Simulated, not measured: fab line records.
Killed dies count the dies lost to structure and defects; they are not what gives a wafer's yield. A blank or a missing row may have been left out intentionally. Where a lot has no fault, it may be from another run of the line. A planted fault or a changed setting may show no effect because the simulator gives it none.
One fault through the eyes of 2 desks :: flow berkeley cmos170 :: every desk sees just its own numbers, and what lay behind them comes last

AT THE METROLOGY DESK
What the gauges read, lot by lot, whatever tool the lot ran on: means of the sampled wafers that have a number. If a lot's mean is further than 4 standard deviations from the usual mean, the lot is out of limits and carries the mark OUT (the distance appears in the brackets).
Columns: A = GATE_OVL at UCB170_GATE_OVL_MEAS_13, usual 1 nm
lot: L303
first seen here: day 6 00:46
A: -3

lot: L301
first seen here: day 6 00:59
A: 3

lot: L302
first seen here: day 6 01:07
A: -1

lot: L304
first seen here: day 6 08:47
A: 9

lot: L305
first seen here: day 6 08:55
A: -2

lot: L306
first seen here: day 7 01:13
A: 5

lot: L307
first seen here: day 7 07:22
A: 3

lot: L308
first seen here: day 7 21:14
A: -2

lot: L309
first seen here: day 8 05:52
A: 8

lot: L317
first seen here: day 9 20:19
A: 5

lot: L319
first seen here: day 10 08:47
A: 3

lot: L321
first seen here: day 10 17:23
A: -4

lot: L324
first seen here: day 11 07:11
A: -2
Finding of this desk: none of the 13 lots has anything out of limits.

FOR THE TOOL OWNER'S DESK: rie diel-02
The tool's own readings at UCB170_SPACER_ETCHBACK_03 (etches SiO2 in CHF3/CF4/Ar, stops on Si, target depth 376 nm, time 100 s): means of the sampled wafers that have a number, for each lot that ran on this tool. If a lot's mean is further than 4 standard deviations from the usual mean, the lot is out of limits and carries the mark OUT (the distance appears in the brackets).
Columns: A = drypump motor current A at UCB170_SPACER_ETCHBACK_03, usual 5.8 A; B = oes product au at UCB170_SPACER_ETCHBACK_03, usual 0.905 a.u.; C = rf fwd power W at UCB170_SPACER_ETCHBACK_03, usual 497.2 W; D = run length s at UCB170_SPACER_ETCHBACK_03, usual 128.2 s; E = throttle valve pct at UCB170_SPACER_ETCHBACK_03, usual 6.49 %
lot: L303
first seen here: day 6 10:50
A: 5.7
B: 0.924
C: 496.8
D: 128.1
E: 6.57

lot: L307
first seen here: day 7 16:43
A: 5.7
B: 0.923
C: 496.1
D: 128.3
E: 6.57

lot: L309
first seen here: day 8 13:48
A: 5.7
B: 0.861
C: 497.7
D: 137.6 (+18) OUT
E: 6.56

lot: L317
first seen here: day 10 05:01
A: 5.9
B: 0.876
C: 499.1
D: 137.1 (+18) OUT
E: 6.52
This desk's verdict: out of limits on L309, L317, starting with L309 at day 8 13:48 (run length s at UCB170_SPACER_ETCHBACK_03). In limits: L303, L307.

PUT TOGETHER
On L309, L317, at day 8 13:48, an alarm was possible from the tool owner's desk.
The metrology desk saw nothing out of limits.
The metrology desk holds a record of L309, L317, inside its limits.
All the named lots went through UCB170_SPACER_ETCHBACK_03 on rie diel-02.

WHAT THE SIMULATOR HAD PUT IN
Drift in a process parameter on rie diel-02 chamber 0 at UCB170_SPACER_ETCHBACK_03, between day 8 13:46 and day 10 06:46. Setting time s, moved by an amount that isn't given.
Lots struck among those shown: L309, L317.
Each desk's first reading out of limits, in hours after the fault started: the tool owner's desk, 0.
